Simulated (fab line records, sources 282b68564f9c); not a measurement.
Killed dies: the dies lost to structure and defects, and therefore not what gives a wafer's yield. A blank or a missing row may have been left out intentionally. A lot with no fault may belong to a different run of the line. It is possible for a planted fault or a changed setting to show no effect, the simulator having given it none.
fab line records | flow rit-cmos
record lots=7 wafers=21 last-day=7
route steps=202 shown SPACER@127 NSD@131 PSD@142 SDANNEAL@153 PLDD@159 M1@202
lots with no fault: from the same line, run without faults
start-h: hours from the record's first day to the start of the lot's first wafer shown | wait-h: hours since the lot's step before | " unchanged from the row above | L1.1+2: a single row standing in for several wafers | - value missing, or start not given | * or withheld: withheld | < > ~ a bound
route shown NAME@n: names a module that has steps shown in the file, with the first one's number in the route | usual: mean and standard deviation over wafers with no fault | same: alike in all rows | chamber/n: place in a boat | sites: each site's reading | _std_site: how widely they spread, as a standard deviation | _edge_site: mean of outer sites minus mean of inner sites | radius-mm: for every site, how far away it sits from the centre of the wafer | mask NAME#n: copy n | behind: the last tool/chamber to shape the wafer | hold: reason for holding the lot/hours on hold/outcome of the hold | device: names the non-switching transistor (n, p or np) | end of line: tests of these same wafers at the route's end | step lacking rows: just its recipe | killed: not the wafer's yield, but the dies lost to structure and defects at the first sort | map: the dies of a wafer, with x for killed, . for not killed, _ for no die there
set.NAME: the setting the step ran with; set.NAME@STEP: the setting that earlier step ran with | model.NAME: the simulator's own value behind a step, which no gauge read
lots at some steps of the route; a table a step, a row a wafer
services: from which hour (start-h, from the record's first day; less than 0 if before it) a tool's chamber was out of use, for how many hours, and why
## steps
# step RIT_SPACER_CLEAN_02
# recipe chemistry=SC2 mix=3:3:50 time-s=600 temp-c=75 dry=n2-spin
# step RIT_SPACER_CVD_03
# recipe material=Si3N4 target-thk-nm=250 temp-c=810 precursor=SiH2Cl2/NH3 time-s=3300 pressure-mtorr=300 sih2cl2-flow-sccm=60 nh3-flow-sccm=150
# step RIT_SPACER_THK_MEAS_04
# recipe reads=Si3N4_of_SPACER_CVD_03
# usual SPACER_NITRIDE_THK=249.8/2.7
# columns lot.wafer tool chamber start-h wait-h SPACER_NITRIDE_THK[nm]
L886.4 film-metro-01 - 69.47 0.0 251.9
L886.5 " - " " 251.0
L886.6 " - " " 251.7
L888.1 film-metro-02 - 79.60 0.0 250.3
L888.4 " - " " 248.6
L888.6 " - " " 248.9
L890.1 film-metro-01 - 87.76 0.0 242.2
L890.2 " - " " 243.4
L890.5 " - " " 245.4
L892.2 film-metro-01 - 102.68 0.0 251.1
L892.3 " - " " 250.2
L892.5 " - " " 251.5
L894.2 film-metro-01 - 106.42 0.0 251.3
L894.4 " - " " 249.1
L894.6 " - " " 248.6
L896.1 film-metro-01 - 116.07 0.0 251.9
L896.4 " - " " 252.6
L896.5 " - " " 255.3
L905.2 film-metro-02 - 161.70 0.0 248.4
L905.3 " - " " 247.9
L905.5 " - " " 246.4
# step RIT_SPACER_ETCHBACK_05
# recipe target-depth-a=2500 SF6_flow_sccm=30 CHF3_flow_sccm=30 target=Si3N4 chemistry=SF6/CHF3 pressure-mtorr=40 rf-w=250 time-s=240 stop-on=SiO2
# usual drypump-motor-current-A=5.8/0.44 oes-product-au=0.845/0.013 throttle-valve-pct=10.24/0.13
# same time-s=240
# columns lot.wafer tool chamber start-h wait-h drypump-motor-current-A oes-product-au rf-hours-counter-h throttle-valve-pct
L886.4 rie-diel-02 2 69.50 0.0 6.0 0.829 96 10.29
L886.5 " 0 " " 5.3 0.859 - 10.08
L886.6 " 1 " " 5.1 0.841 - 10.17
L888.1 rie-diel-03 2 79.66 0.1 6.0 0.846 57 10.12
L888.4 " 0 " " 6.2 0.842 132 10.42
L888.6 " 2 " " 6.0 0.851 - 10.11
L890.1 rie-diel-02 1 87.82 0.1 5.1 0.823 116 10.15
L890.2 " 2 " " 5.9 0.809 96 10.28
L890.5 " 2 " " 6.0 0.816 - 10.26
L892.2 rie-diel-02 3 102.73 0.0 5.9 0.851 117 10.24
L892.3 " 0 " " 5.3 0.861 20 10.08
L892.5 " 1 " " 5.1 0.842 - 10.19
L894.2 rie-diel-03 2 106.47 0.0 6.0 0.851 58 10.13
L894.4 " 1 " " 5.5 0.851 18 10.25
L894.6 " 0 " " 6.2 0.835 - 10.43
L896.1 rie-diel-02 2 116.13 0.1 5.9 0.833 97 10.29
L896.4 " 0 " " 5.3 0.875 20 10.07
L896.5 " 0 " " 5.3 0.867 - 10.08
L905.2 rie-diel-03 2 161.75 0.0 6.0 0.842 59 10.12
L905.3 " 1 " " 5.5 0.847 18 10.25
L905.5 " 2 " " 6.0 0.835 - 10.10
# step RIT_NSD_HMDS_00
# recipe prime-time-s=60 prime-temp-c=140
# step RIT_NSD_COAT_01
# recipe resist=NOVOLAK spin-rpm=3250 resist-thk-nm=1000
# step RIT_NSD_SOFTBAKE_02
# recipe resist=NOVOLAK temp-c=90 time-s=60
# step RIT_NSD_EXPOSE_03
# recipe mask-id=M9 na=0.57 target-cd-nm=40700 dose-mj=250
# step RIT_NSD_PEB_04
# recipe resist=NOVOLAK temp-c=withheld time-s=withheld
# step RIT_NSD_DEVELOP_05
# recipe resist=NOVOLAK develop-time-s=50 dev-temp-c=23
# step RIT_NSD_OVL_MEAS_06
# usual NSD_OVL=-0.8/1.3
# columns lot.wafer tool chamber start-h wait-h NSD_OVL[nm]
L886.4 overlay-01 - 70.51 - 1.6
L886.5 " - " " 1.9
L886.6 " - " " 1.7
L888.1 overlay-02 - 80.78 - -0.7
L888.4 " - " " 0.4
L888.6 " - " " 0.6
L890.1 overlay-02 - 88.83 - -2.2
L890.2 " - " " 0.9
L890.5 " - " " -2.4
L892.2 overlay-02 - 103.83 - -1.4
L892.3 " - " " -1.0
L892.5 " - " " 0.5
L894.2 overlay-02 - 107.47 - -0.6
L894.4 " - " " -0.4
L894.6 " - " " 0.7
L896.1 overlay-02 - 117.25 - -3.1
L896.4 " - " " -0.7
L896.5 " - " " -2.6
L905.2 overlay-02 - 162.76 - -2.4
L905.3 " - " " -0.2
L905.5 " - " " -3.1
# step RIT_NSD_HARDBAKE_07
# recipe resist=NOVOLAK temp-c=140 time-s=60
# step RIT_NSD_IMPLANT_08
# recipe species=P energy-kev=25 dose-cm2=1e+15 tilt-deg=7
# usual end-station-pressure-torr=7.5e-06/4e-07 tilt-deg=6.999/0.02
# columns lot.wafer tool chamber start-h wait-h end-station-pressure-torr tilt-deg
L886.4 implanter-01 0 70.76 0.1 7.5e-06 7.050
L886.5 " 0 " " 7.3e-06 7.035
L886.6 " 0 " " 7.9e-06 7.020
L888.1 implanter-01 0 80.97 0.1 7.3e-06 6.978
L888.4 " 0 " " 7.5e-06 7.017
L888.6 " 0 " " 7.2e-06 6.994
L890.1 implanter-01 0 89.02 0.1 7.8e-06 12.233
L890.2 " 0 " " 8.2e-06 12.257
L890.5 " 0 " " 7.8e-06 12.257
L892.2 implanter-02 0 104.04 0.1 7.3e-06 6.980
L892.3 " 0 " " 7.7e-06 6.996
L892.5 " 0 " " 7.8e-06 7.005
L894.2 implanter-01 0 107.68 0.1 7.7e-06 12.247
L894.4 " 0 " " 7.7e-06 12.224
L894.6 " 0 " " 7.7e-06 12.231
L896.1 implanter-01 0 117.44 0.1 7.8e-06 12.249
L896.4 " 0 " " 7.5e-06 12.230
L896.5 " 0 " " 7.3e-06 12.210
L905.2 implanter-02 0 162.96 0.1 7.3e-06 7.010
L905.3 " 0 " " 7e-06 7.005
L905.5 " 0 " " 7.6e-06 7.036
# step RIT_NSD_STRIP_09
# recipe chemistry=O2 time-s=180 resist=NOVOLAK platen-temp-c=withheld power-w=500 pressure-mtorr=4000 o2-flow-sccm=4000
# usual drypump-motor-current-A=5.39/0.21
# same time-s=180
# columns lot.wafer tool chamber start-h wait-h drypump-motor-current-A rf-hours-counter-h
L886.4 plasma-asher-02 1 70.89 0.1 5.51 -
L886.5 " 0 " " 5.54 -
L886.6 " 1 " " 5.51 -
L888.1 plasma-asher-04 1 81.12 0.1 5.16 28
L888.4 " 1 " " 5.16 -
L888.6 " 1 " " 5.14 -
L890.1 plasma-asher-01 1 89.17 0.1 5.12 40
L890.2 " 0 " " 5.51 40
L890.5 " 0 " " 5.53 -
L892.2 plasma-asher-01 1 104.16 0.1 5.13 42
L892.3 " 0 " " 5.52 -
L892.5 " 0 " " 5.52 -
L894.2 plasma-asher-02 0 107.80 0.1 5.56 47
L894.4 " 1 " " 5.51 -
L894.6 " 1 " " 5.50 -
L896.1 plasma-asher-02 1 117.59 0.1 5.50 48
L896.4 " 0 " " 5.60 -
L896.5 " 1 " " 5.49 -
L905.2 plasma-asher-04 1 163.09 0.1 5.16 37
L905.3 " 1 " " 5.17 -
L905.5 " 0 " " 5.65 -
# step RIT_NSD_TW_MEAS_10
# usual NSD_TW=3098/23
# columns lot.wafer tool chamber start-h wait-h NSD_TW
L886.4 film-metro-04 - 71.04 0.1 3064
L886.5 " - " " 3090
L886.6 " - " " 3076
L888.1 film-metro-01 - 81.29 0.1 3116
L888.4 " - " " 3126
L888.6 " - " " 3125
L890.1 film-metro-01 - 89.34 0.1 3096
L890.2 " - " " 3124
L890.5 " - " " 3117
L892.2 film-metro-03 - 104.35 0.1 3122
L892.3 " - " " 3128
L892.5 " - " " 3126
L894.2 film-metro-01 - 107.99 0.1 3102
L894.4 " - " " 3103
L894.6 " - " " 3098
L896.1 film-metro-01 - 117.76 0.1 3122
L896.4 " - " " 3101
L896.5 " - " " 3083
L905.2 film-metro-01 - 163.27 0.1 3138
L905.3 " - " " 3115
L905.5 " - " " 3116
# step RIT_PSD_HMDS_00
# recipe prime-time-s=60 prime-temp-c=140
# step RIT_PSD_COAT_01
# recipe resist=NOVOLAK spin-rpm=3250 resist-thk-nm=1000
# step RIT_PSD_SOFTBAKE_02
# recipe resist=NOVOLAK temp-c=90 time-s=60
# step RIT_PSD_EXPOSE_03
# recipe mask-id=M10 na=0.57 target-cd-nm=40900 dose-mj=250
# step RIT_PSD_PEB_04
# recipe resist=NOVOLAK temp-c=withheld time-s=withheld
# step RIT_PSD_DEVELOP_05
# recipe resist=NOVOLAK develop-time-s=50 dev-temp-c=23
# step RIT_PSD_OVL_MEAS_06
# usual PSD_OVL=0.3/1.2
# columns lot.wafer tool chamber start-h wait-h PSD_OVL[nm]
L886.4 overlay-01 - 72.28 - 0.1
L886.5 " - " " 0.7
L886.6 " - " " 0.2
L888.1 overlay-02 - 82.20 - 0.4
L888.4 " - " " -2.0
L888.6 " - " " -0.4
L890.1 overlay-02 - 90.25 - 1.4
L890.2 " - " " 2.6
L890.5 " - " " 1.3
L892.2 overlay-02 - 105.38 - -0.3
L892.3 " - " " 0.0
L892.5 " - " " -0.2
L894.2 overlay-01 - 109.03 - -0.7
L894.4 " - " " 0.4
L894.6 " - " " -1.6
L896.1 overlay-02 - 118.89 - 1.0
L896.4 " - " " 1.0
L896.5 " - " " 0.1
L905.2 overlay-02 - 164.21 - -3.1
L905.3 " - " " -2.7
L905.5 " - " " -1.7
# step RIT_PSD_HARDBAKE_07
# recipe resist=NOVOLAK temp-c=140 time-s=60
# step RIT_PSD_IMPLANT_08
# recipe species=BF2 energy-kev=27 dose-cm2=5e+15 tilt-deg=7
# step RIT_PSD_STRIP_09
# recipe chemistry=O2 time-s=180 resist=NOVOLAK platen-temp-c=withheld power-w=500 pressure-mtorr=4000 o2-flow-sccm=4000
# usual drypump-motor-current-A=5.8/0.52
# same time-s=180
# columns lot.wafer tool chamber start-h wait-h drypump-motor-current-A rf-hours-counter-h
L886.4 plasma-asher-01 0 72.82 0.2 5.5 -
L886.5 " 1 " " 5.1 -
L886.6 " 0 " " 5.5 -
L888.1 plasma-asher-03 1 82.54 0.1 6.7 46
L888.4 " 0 " " 5.9 -
L888.6 " 0 " " 5.9 -
L890.1 plasma-asher-03 1 90.59 0.1 6.7 47
L890.2 " 0 " " 5.9 47
L890.5 " 1 " " 6.7 -
L892.2 plasma-asher-03 1 105.71 0.1 6.7 48
L892.3 " 0 " " 5.9 -
L892.5 " 0 " " 5.9 -
L894.2 plasma-asher-02 1 109.36 0.1 5.5 47
L894.4 " 1 " " 5.5 -
L894.6 " 0 " " 5.5 -
L896.1 plasma-asher-03 0 119.23 0.1 5.9 0
L896.4 " 1 " " 6.7 -
L896.5 " 0 " " 5.9 -
L905.2 plasma-asher-01 1 164.54 0.1 5.2 50
L905.3 " 0 " " 5.5 -
L905.5 " 0 " " 5.5 -
# step RIT_PSD_TW_MEAS_10
# usual PSD_TW=3409/24
# columns lot.wafer tool chamber start-h wait-h PSD_TW
L886.4 film-metro-03 - 72.96 0.1 3381
L886.5 " - " " 3359
L886.6 " - " " 3368
L888.1 film-metro-01 - 82.72 0.1 3419
L888.4 " - " " 3414
L888.6 " - " " 3427
L890.1 film-metro-01 - 90.76 0.1 3441
L890.2 " - " " 3425
L890.5 " - " " 3437
L892.2 film-metro-04 - 105.89 0.1 3390
L892.3 " - " " 3374
L892.5 " - " " 3371
L894.2 film-metro-03 - 109.54 0.1 3451
L894.4 " - " " 3414
L894.6 " - " " 3430
L896.1 film-metro-01 - 119.40 0.1 3425
L896.4 " - " " 3399
L896.5 " - " " 3422
L905.2 film-metro-03 - 164.73 0.1 3422
L905.3 " - " " 3438
L905.5 " - " " 3423
# step RIT_SDANNEAL_CLEAN_00
# recipe chemistry=SC1 mix=3:3:50 time-s=600 temp-c=75
# step RIT_SDANNEAL_CLEAN_01
# recipe chemistry=dHF dilution=50:1 time-s=30
# step RIT_SDANNEAL_CLEAN_02
# recipe chemistry=SC2 mix=3:3:50 time-s=600 temp-c=75 dry=n2-spin
# step RIT_SDANNEAL_RTA_03
# recipe temp-c=1050 time-s=5 idle-temp-c=600 ramp-up-c-per-s=342 ramp-down-c-per-s=171 cool-to-c=600 ambient=N2
# usual ramp-down-c-per-s=171.00/0.032 wafer_temp_C_max=1053.5/1.1
# same time-s=5
# columns lot.wafer tool chamber start-h wait-h ramp-down-c-per-s wafer_temp_C_max
L886.4 rtp-anneal-02 0 73.42 0.0 171.04 1053.7
L886.5 " 0 " " 171.03 1053.6
L886.6 " 0 " " 170.97 1053.0
L888.1 rtp-anneal-02 0 83.14 0.0 171.03 1052.7
L888.4 " 0 " " 171.00 1053.2
L888.6 " 0 " " 171.02 1053.7
L890.1 rtp-anneal-02 0 91.21 0.0 171.02 1053.3
L890.2 " 0 " " 170.97 1052.5
L890.5 " 0 " " 170.97 1054.1
L892.2 rtp-anneal-01 0 106.51 0.0 170.98 1053.9
L892.3 " 0 " " 170.95 1052.7
L892.5 " 0 " " 171.00 1053.4
L894.2 rtp-anneal-02 0 110.04 0.0 171.02 1054.0
L894.4 " 0 " " 170.99 1053.0
L894.6 " 0 " " 171.02 1053.5
L896.1 rtp-anneal-02 0 119.86 0.0 171.07 1054.6
L896.4 " 0 " " 170.97 1052.6
L896.5 " 0 " " 171.00 1052.0
L905.2 rtp-anneal-01 0 165.17 0.0 170.97 1054.0
L905.3 " 0 " " 171.02 1052.2
L905.5 " 0 " " 170.99 1055.0
# step RIT_SDANNEAL_RS_MEAS_04
# recipe thk-meas-gauge=four-point-probe
# usual PSD_RS=115.9/0.34
# columns lot.wafer tool chamber start-h wait-h PSD_RS[ohm/sq]
L886.4 film-metro-04 - 73.51 0.1 115.9
L886.5 " - " " 115.6
L886.6 " - " " 116.0
L888.1 film-metro-01 - 83.20 0.0 116.3
L888.4 " - " " 116.0
L888.6 " - " " 116.3
L890.1 film-metro-04 - 91.27 0.0 115.7
L890.2 " - " " 115.7
L890.5 " - " " 115.5
L892.2 film-metro-04 - 106.58 0.1 115.8
L892.3 " - " " 115.7
L892.5 " - " " 115.8
L894.2 film-metro-03 - 110.10 0.1 115.3
L894.4 " - " " 116.1
L894.6 " - " " 115.7
L896.1 film-metro-04 - 119.92 0.0 115.7
L896.4 " - " " 116.1
L896.5 " - " " 115.8
L905.2 film-metro-04 - 165.24 0.1 115.6
L905.3 " - " " 115.5
L905.5 " - " " 115.3
# step RIT_SDANNEAL_RS_MEAS_05
# recipe thk-meas-gauge=four-point-probe
# usual NSD_RS=84.57/0.3
# columns lot.wafer tool chamber start-h wait-h NSD_RS[ohm/sq]
L886.4 film-metro-04 - 73.63 0.1 84.48
L886.5 " - " " 84.60
L886.6 " - " " 84.65
L888.1 film-metro-01 - 83.32 0.1 85.03
L888.4 " - " " 84.69
L888.6 " - " " 85.09
L890.1 film-metro-04 - 91.39 0.1 -
L890.2 " - " " -
L890.5 " - " " -
L892.2 film-metro-04 - 106.70 0.1 84.80
L892.3 " - " " 84.55
L892.5 " - " " 84.59
L894.2 film-metro-03 - 110.22 0.1 -
L894.4 " - " " -
L894.6 " - " " -
L896.1 film-metro-04 - 120.04 0.1 -
L896.4 " - " " -
L896.5 " - " " -
L905.2 film-metro-04 - 165.36 0.1 84.13
L905.3 " - " " 84.13
L905.5 " - " " 84.35
# step RIT_SDANNEAL_RS_MEAS_06
# recipe thk-meas-gauge=four-point-probe
# usual PLDD_RS=178.7/0.41
# columns lot.wafer tool chamber start-h wait-h PLDD_RS[ohm/sq]
L886.4 film-metro-04 - 73.75 0.1 179.1
L886.5 " - " " 179.2
L886.6 " - " " 179.4
L888.1 film-metro-01 - 83.44 0.1 178.6
L888.4 " - " " 179.1
L888.6 " - " " 179.0
L890.1 film-metro-04 - 91.51 0.1 178.6
L890.2 " - " " 178.9
L890.5 " - " " 178.5
L892.2 film-metro-04 - 106.82 0.1 178.8
L892.3 " - " " 178.5
L892.5 " - " " 179.1
L894.2 film-metro-03 - 110.34 0.1 178.1
L894.4 " - " " 178.8
L894.6 " - " " 178.2
L896.1 film-metro-04 - 120.16 0.1 179.1
L896.4 " - " " 178.7
L896.5 " - " " 178.2
L905.2 film-metro-04 - 165.48 0.1 178.2
L905.3 " - " " 178.5
L905.5 " - " " 178.1
# step RIT_M1_PROBE_99
# usual killed-at-contacts=0.0/0.18 killed-at-front-end=7/3 killed-dies=7/3 killed-open=3.6/1.9 killed-short=3.2/1.8
# same gross-dies=264 killed_at_M0_to_M3=0 killed_at_M4_up=0 killed-at-back-side=0 killed-at-other=0
# columns lot.wafer tool chamber start-h wait-h killed-at-contacts killed-at-front-end killed-dies killed-open killed-short model.etest.diode-nplus-pwell.bv-v model.etest.nmos_0p3.bv-v model.etest.nmos_0p15.bv-v model.etest.diode-nplus-pwell.cj-ff-um2 model.etest.diode-nplus-comb.cj-ff-um2
L886.4 prober-01 - 81.00 0.2 0 8 8 2 6 6.018 5.558 5.558 2.045 2.648
L886.5 prober-01 - 81.05 0.2 0 10 10 5 5 6.006 5.561 5.561 2.059 2.649
L886.6 prober-01 - 81.10 0.2 0 9 9 4 5 6.03 5.583 5.583 2.05 2.633
L888.1 prober-01 - 90.75 0.1 0 4 4 3 1 5.957 5.496 5.496 2.079 2.64
L888.4 prober-01 - 90.90 0.2 0 6 6 5 1 5.936 5.475 5.475 2.077 2.656
L888.6 prober-01 - 91.00 0.2 0 6 6 3 3 6.013 5.515 5.515 2.082 2.653
L890.1 prober-01 - 98.67 0.1 0 14 14 7 7 5.746 5.375 5.375 2.159 2.772
L890.2 prober-01 - 98.72 0.1 0 8 8 5 3 5.734 5.383 5.383 2.172 2.758
L890.5 prober-01 - 98.87 0.2 0 5 5 1 4 5.756 5.374 5.374 2.153 2.761
L892.2 prober-02 - 114.10 0.1 0 14 14 7 7 6.091 5.561 5.561 2.043 2.593
L892.3 prober-02 - 114.15 0.2 0 8 8 4 4 6.055 5.573 5.573 2.056 2.649
L892.5 prober-02 - 114.25 0.2 0 9 9 6 3 6.029 5.548 5.548 2.05 2.632
L894.2 prober-01 - 117.53 0.1 0 5 5 3 2 5.771 5.363 5.363 2.147 2.717
L894.4 prober-01 - 117.63 0.2 0 7 7 5 2 5.862 5.438 5.438 2.114 2.661
L894.6 prober-01 - 117.73 0.2 1 6 7 2 5 5.84 5.412 5.412 2.135 2.72
L896.1 prober-01 - 127.58 0.1 0 11 11 7 4 5.846 5.481 5.481 2.134 2.731
L896.4 prober-01 - 127.73 0.2 0 7 7 4 3 5.84 5.449 5.449 2.127 2.694
L896.5 prober-01 - 127.78 0.2 0 12 12 7 5 5.798 5.441 5.441 2.126 2.694
L905.2 prober-02 - 172.69 0.1 0 6 6 1 5 5.955 5.474 5.474 2.068 2.659
L905.3 prober-02 - 172.74 0.2 0 5 5 3 2 5.938 5.473 5.473 2.064 2.615
L905.5 prober-02 - 172.84 0.2 0 7 7 3 4 5.962 5.463 5.463 2.079 2.682
# killed by level:class
L886.4 GATE:geometric-particle:short=5 FOX1:geometric-particle:short=1 FOX2:geometric-particle:open=1 GATE:geometric-particle:open=1
L886.5 SILICIDE:geometric-particle:short=3 FOX1:geometric-particle:open=2 REOX:geometric-particle:short=2 REOX:geometric-particle:open=2 GATE:geometric-particle:open=1
L886.6 FOX1:geometric-particle:open=2 REOX:geometric-particle:open=2 REOX:geometric-particle:short=2 FOX2:geometric-particle:short=1 GATE:geometric-particle:short=1 SPACER:geometric-particle:short=1
L888.1 GATE:geometric-particle:open=3 FOX2:geometric-particle:short=1
L888.4 GATE:geometric-particle:open=2 FOX1:geometric-particle:open=1 FOX2:geometric-particle:open=1 GATE:geometric-particle:short=1 SILICIDE:geometric-particle:open=1
L888.6 FOX1:geometric-particle:short=3 GATE:geometric-particle:open=2 FOX1:geometric-particle:open=1
L890.1 GATE:geometric-particle:open=4 SPACER:geometric-particle:short=3 GATE:geometric-particle:short=2 SPACER:geometric-particle:open=2 REOX:geometric-particle:short=1 SILICIDE:geometric-particle:open=1 SILICIDE:geometric-particle:short=1
L890.2 FOX1:geometric-particle:open=3 SPACER:geometric-particle:short=2 FOX1:geometric-particle:short=1 GATE:geometric-particle:open=1 SPACER:geometric-particle:open=1
L890.5 SILICIDE:geometric-particle:short=3 FOX2:geometric-particle:short=1 SPACER:geometric-particle:open=1
L892.2 GATE:geometric-particle:short=4 GATE:geometric-particle:open=2 REOX:geometric-particle:open=2 SPACER:geometric-particle:short=2 FOX1:geometric-particle:open=1 FOX2:geometric-particle:open=1 SPACER:geometric-particle:open=1 STARTING-WAFER:geometric-particle:short=1
L892.3 GATE:geometric-particle:short=2 FOX1:geometric-particle:open=1 FOX2:geometric-particle:open=1 GATE:geometric-particle:open=1 REOX:geometric-particle:short=1 REOX:geometric-particle:open=1 SILICIDE:geometric-particle:short=1
L892.5 REOX:geometric-particle:open=2 REOX:geometric-particle:short=2 SPACER:geometric-particle:open=2 GATE:geometric-particle:open=1 GATE:geometric-particle:short=1 SILICIDE:geometric-particle:open=1
L894.2 GATE:geometric-particle:short=2 GATE:geometric-particle:open=2 SPACER:geometric-particle:open=1
L894.4 FOX1:geometric-particle:open=2 GATE:geometric-particle:open=2 FOX1:geometric-particle:short=1 GATE:geometric-particle:short=1 SPACER:geometric-particle:open=1
L894.6 GATE:geometric-particle:short=2 SILICIDE:geometric-particle:open=2 SPACER:geometric-particle:short=1 SILICIDE:geometric-particle:short=1 CONTACT:geometric-particle:short=1
L896.1 GATE:geometric-particle:open=5 REOX:geometric-particle:open=2 REOX:geometric-particle:short=2 GATE:geometric-particle:short=1 SPACER:geometric-particle:short=1
L896.4 GATE:geometric-particle:short=2 GATE:geometric-particle:open=2 FOX1:geometric-particle:short=1 REOX:geometric-particle:open=1 SPACER:geometric-particle:open=1
L896.5 GATE:geometric-particle:open=3 REOX:geometric-particle:open=3 REOX:geometric-particle:short=3 FOX1:geometric-particle:short=1 SILICIDE:geometric-particle:open=1 SILICIDE:geometric-particle:short=1
L905.2 FOX1:geometric-particle:short=2 GATE:geometric-particle:short=2 FOX1:geometric-particle:open=1 REOX:geometric-particle:short=1
L905.3 FOX1:geometric-particle:short=1 FOX2:geometric-particle:open=1 GATE:geometric-particle:open=1 REOX:geometric-particle:open=1 SILICIDE:geometric-particle:short=1
L905.5 FOX1:geometric-particle:open=1 FOX1:geometric-particle:short=1 GATE:geometric-particle:open=1 GATE:geometric-particle:short=1 REOX:geometric-particle:short=1 SILICIDE:geometric-particle:short=1 SILICIDE:geometric-particle:open=1
## services
# columns tool chamber start-h hours kind
implanter-01 - 49.99 3.0 repair
implanter-02 - 51.63 2.8 repair
plasma-asher-04 - 73.26 1.3 repair
rie-diel-03 2 107.46 4.1 repair
plasma-asher-03 - 108.75 9.0 pm
plasma-asher-03 0 108.75 9.0 vent-cycle
plasma-asher-03 1 108.75 9.0 vent-cycle
plasma-asher-03 0 117.75 - clean
plasma-asher-03 1 117.75 - clean
rie-diel-02 0 119.54 21.0 repair
plasma-asher-04 - 131.30 3.8 repair
plasma-asher-02 - 153.93 14.6 pm
plasma-asher-04 - 157.03 1.3 repair
## key
first-sign step=RIT_NSD_IMPLANT_08 reading=tilt-deg direction=up sigmas=99+ usual=6.999 struck=12.237
effect step=RIT_SDANNEAL_RS_MEAS_05 reading=NSD_RS direction=missing
model-effect step=RIT_M1_PROBE_99 value=etest.diode-nplus-pwell.bv-v without=5.978 struck=5.799
met-at RIT_NSD_IMPLANT_08
struck-wafers L890.1,L890.2,L890.5,L894.2,L894.4,L894.6,L896.1,L896.4,L896.5
tester-left-out L890,L894,L896
onset-between 80.97 89.02
fault kind=process-parameter-drift tool=implanter-01 chamber=- onset-h=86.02 steps=RIT_NSD_IMPLANT_08 channel=tilt-deg offset=5.239 shape=step end-h=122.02 acts-in=these-recipes-only stated=7
# tester-left-out: of these lots the tester's yield and bins aren't shown, on N5 and GAA mostly nor the transistor test; their killed dies are dies lost to structure and defects alone, not to doping, threshold or leakage, so they don't give the yield
